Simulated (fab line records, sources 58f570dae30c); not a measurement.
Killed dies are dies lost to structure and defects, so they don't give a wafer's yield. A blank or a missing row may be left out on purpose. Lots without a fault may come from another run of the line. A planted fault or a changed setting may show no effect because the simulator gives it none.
Which tool did it? | flow berkeley_cmos170 | 13 lots, 39 wafers sampled, at 6 steps of a route of 331

WHAT THE GAUGES READ, wafer by wafer
UCB170_NWELL_OVL_MEAS_12. Usual: NWELL_OVL -1 nm, standard deviation 5.8.
lot  | measured    | on         | NWELL_OVL (nm) | flag
L583 | day 2 12:15 | overlay-01 | -2 5 1         |
L584 | day 2 21:25 | overlay-01 | 6 -2 4         |
L585 | day 3 04:10 | overlay-02 | -4 -5 -1       |
L587 | day 3 14:14 | overlay-01 | -2 3 2         |
L592 | day 4 17:50 | overlay-02 | - - -          | OFF
L594 | day 5 03:12 | overlay-02 | -12 -7 -7      |
L595 | day 5 03:21 | overlay-01 | -12 -4 -7      |
L600 | day 6 09:01 | overlay-02 | -2 -3 -5       |
L601 | day 6 09:13 | overlay-01 | -1 -2 5        |
L602 | day 6 16:03 | overlay-01 | 8 3 5          |
L603 | day 6 16:10 | overlay-02 | -3 -11 -3      |
L604 | day 7 03:31 | overlay-02 | 0 -6 4         |
L605 | day 7 03:49 | overlay-02 | -7 -4 3        |

UCB170_NWELL_TW_MEAS_16. Usual: NWELL_TW 1240, standard deviation 11.
lot  | measured    | on            | NWELL_TW       | flag
L583 | day 2 12:38 | film_metro-04 | 1229 1223 1238 |
L584 | day 2 21:48 | film_metro-02 | 1247 1239 1246 |
L585 | day 3 04:34 | film_metro-03 | 1221 1225 1231 |
L587 | day 3 14:38 | film_metro-04 | 1236 1236 1238 |
L592 | day 4 18:14 | film_metro-04 | 30 29 29       | OFF
L594 | day 5 03:35 | film_metro-04 | 1232 1229 1231 |
L595 | day 5 03:44 | film_metro-03 | 1230 1224 1232 |
L600 | day 6 09:28 | film_metro-04 | 1230 1228 1225 |
L601 | day 6 09:36 | film_metro-03 | 1246 1238 1233 |
L602 | day 6 16:26 | film_metro-04 | 1231 1223 1224 |
L603 | day 6 16:34 | film_metro-02 | 1247 1257 1255 |
L604 | day 7 03:54 | film_metro-02 | 1262 1266 1271 |
L605 | day 7 04:14 | film_metro-04 | 1238 1237 1240 |

UCB170_PWELL_OVL_MEAS_13. Usual: PWELL_OVL 2 nm, standard deviation 5.3.
lot  | measured    | on         | PWELL_OVL (nm) | flag
L583 | day 3 06:29 | overlay-02 | -1 -9 -5       |
L584 | day 3 16:23 | overlay-02 | -2 -6 -8       |
L585 | day 4 00:03 | overlay-02 | -2 -4 -4       |
L587 | day 4 11:23 | overlay-01 | 0 7 3          |
L594 | day 5 23:13 | overlay-01 | 4 8 7          |
L595 | day 5 22:41 | overlay-01 | -1 -5 -11      |
L600 | day 7 04:01 | overlay-01 | -2 -1 3        |
L601 | day 7 03:45 | overlay-01 | 0 2 6          |
L602 | day 7 09:52 | overlay-02 | 2 5 10         |
L603 | day 7 09:16 | overlay-02 | -4 -2 -10      |
L604 | day 7 23:20 | overlay-02 | 3 0 3          |
L605 | day 7 23:26 | overlay-01 | 7 2 2          |

UCB170_PFIELD_TW_MEAS_09. Usual: PFIELD_TW 600, standard deviation 5.8.
lot  | measured    | on            | PFIELD_TW   | flag
L583 | day 4 21:14 | film_metro-02 | 603 606 605 |
L584 | day 5 09:31 | film_metro-02 | 607 606 604 |
L585 | day 5 09:45 | film_metro-04 | 593 590 596 |
L587 | day 6 03:26 | film_metro-04 | 590 589 590 |
L594 | day 7 11:02 | film_metro-02 | 607 610 605 |
L595 | day 7 11:19 | film_metro-04 | 600 598 600 |
L600 | day 9 07:28 | film_metro-04 | 594 595 592 |
L601 | day 8 22:28 | film_metro-02 | 604 603 603 |
L602 | day 9 07:09 | film_metro-03 | 597 598 598 |
L603 | day 9 07:12 | film_metro-02 | 603 604 604 |
L604 | day 9 19:50 | film_metro-03 | 594 597 597 |
L605 | day 9 20:07 | film_metro-04 | 595 595 596 |

WHICH TOOL RAN EACH LOT (tool, then ch and the chambers of the sampled wafers, then the start)
lot  | UCB170_NWELL_EXPOSE_09           | UCB170_PFIELD_STRIP_08
L583 | krf_scanner-01 ch 0, day 2 11:52 | plasma_asher-03 ch 0,1, day 4 21:08
L584 | krf_scanner-01 ch 0, day 2 20:44 | plasma_asher-02 ch 0,1, day 5 09:25
L585 | krf_scanner-01 ch 0, day 3 03:29 | plasma_asher-02 ch 0,1, day 5 09:38
L587 | krf_scanner-01 ch 0, day 3 13:25 | plasma_asher-02 ch 0,1, day 6 03:21
L592 | krf_scanner-01 ch 0, day 4 16:57 | -
L594 | krf_scanner-02 ch 0, day 5 02:49 | plasma_asher-04 ch 0,1, day 7 10:56
L595 | krf_scanner-02 ch 0, day 5 02:55 | plasma_asher-03 ch 0,1, day 7 11:13
L600 | krf_scanner-02 ch 0, day 6 08:02 | plasma_asher-02 ch 0,1, day 9 07:22
L601 | krf_scanner-01 ch 0, day 6 08:20 | plasma_asher-02 ch 0,1, day 8 22:21
L602 | krf_scanner-02 ch 0, day 6 15:39 | plasma_asher-04 ch 0,1, day 9 07:03
L603 | krf_scanner-02 ch 0, day 6 15:49 | plasma_asher-03 ch 0,1, day 9 07:07
L604 | krf_scanner-01 ch 0, day 7 03:07 | plasma_asher-04 ch 0,1, day 9 19:44
L605 | krf_scanner-02 ch 0, day 7 03:26 | plasma_asher-03 ch 0,1, day 9 20:01
- UCB170_NWELL_EXPOSE_09: exposes mask NWELL, target cd 3000 nm.
- UCB170_PFIELD_STRIP_08: strips in O2.

WHAT THE TOOLS THEMSELVES READ (means of the sampled wafers that have a number; where no wafer has one, the mark that the record gives instead)
UCB170_NWELL_EXPOSE_09. Usual: reticle_temp_C 22.98 C, standard deviation 0.1.
lot  | tool           | reticle_temp_C (C) | flag
L583 | krf_scanner-01 | 22.99              |
L584 | krf_scanner-01 | 23.04              |
L585 | krf_scanner-01 | 23.04              |
L587 | krf_scanner-01 | 22.93              |
L592 | krf_scanner-01 | 22.92              |
L594 | krf_scanner-02 | 22.90              |
L595 | krf_scanner-02 | 22.83              |
L600 | krf_scanner-02 | 23.03              |
L601 | krf_scanner-01 | 22.96              |
L602 | krf_scanner-02 | 23.11              |
L603 | krf_scanner-02 | 22.90              |
L604 | krf_scanner-01 | 22.96              |
L605 | krf_scanner-02 | 22.99              |

UCB170_PFIELD_STRIP_08. Usual: chamber_pressure_mTorr 3500 mTorr, standard deviation 3; drypump_motor_current_A 5.7 A, standard deviation 0.45; oes_product_au 0.734 a.u., standard deviation 0.0049; strip_time_to_endpoint_s 21.65 s, standard deviation 0.062.
lot  | tool            | chamber_pressure_mTorr (mTorr) | drypump_motor_current_A (A) | oes_product_au (a.u.) | strip_time_to_endpoint_s (s) | flag
L583 | plasma_asher-03 | 3499                           | 6.0                         | 0.733                 | 21.69                        |
L584 | plasma_asher-02 | 3502                           | 5.9                         | 0.734                 | 21.75                        |
L585 | plasma_asher-02 | 3501                           | 5.7                         | 0.739                 | 21.61                        |
L587 | plasma_asher-02 | 3500                           | 5.7                         | 0.733                 | 21.66                        |
L594 | plasma_asher-04 | 3500                           | 5.5                         | 0.731                 | 21.66                        |
L595 | plasma_asher-03 | 3501                           | 6.0                         | 0.734                 | 21.66                        |
L600 | plasma_asher-02 | 3499                           | 5.7                         | 0.731                 | 21.57                        |
L601 | plasma_asher-02 | 3502                           | 6.0                         | 0.732                 | 21.69                        |
L602 | plasma_asher-04 | 3502                           | 5.4                         | 0.733                 | 21.66                        |
L603 | plasma_asher-03 | 3499                           | 6.0                         | 0.731                 | 21.67                        |
L604 | plasma_asher-04 | 3502                           | 5.5                         | 0.735                 | 21.67                        |
L605 | plasma_asher-03 | 3497                           | 6.0                         | 0.732                 | 21.60                        |

THE ANSWER, worked out from the rows above alone
Rule: a lot is off if the mean of its wafers that have a number lies more than 3 standard deviations from the usual mean. A lot without any number at a reading at which 4 lots or more have one is off too. The other lots that the step has rows for count as sound. The gauges are gone through in route order, then the tools' own readings, and for those a lot's mean is taken as printed above. The first step at which some lot is off is used, and at that step the reading that is off furthest; a lot without a number counts as furthest.
Off: L592, at UCB170_NWELL_OVL_MEAS_12 (NWELL_OVL). Without a number there: L592.
A tool fits if, at a process step before that reading, it ran every lot that is off, and no sound lot after the first of them. The gauges at UCB170_NWELL_OVL_MEAS_12 aren't tried: what is off there is off at UCB170_NWELL_TW_MEAS_16 too, on other tools, and a gauge's error can't cause that. None of those tried fits.

WHAT THE SIMULATOR HAD PUT IN
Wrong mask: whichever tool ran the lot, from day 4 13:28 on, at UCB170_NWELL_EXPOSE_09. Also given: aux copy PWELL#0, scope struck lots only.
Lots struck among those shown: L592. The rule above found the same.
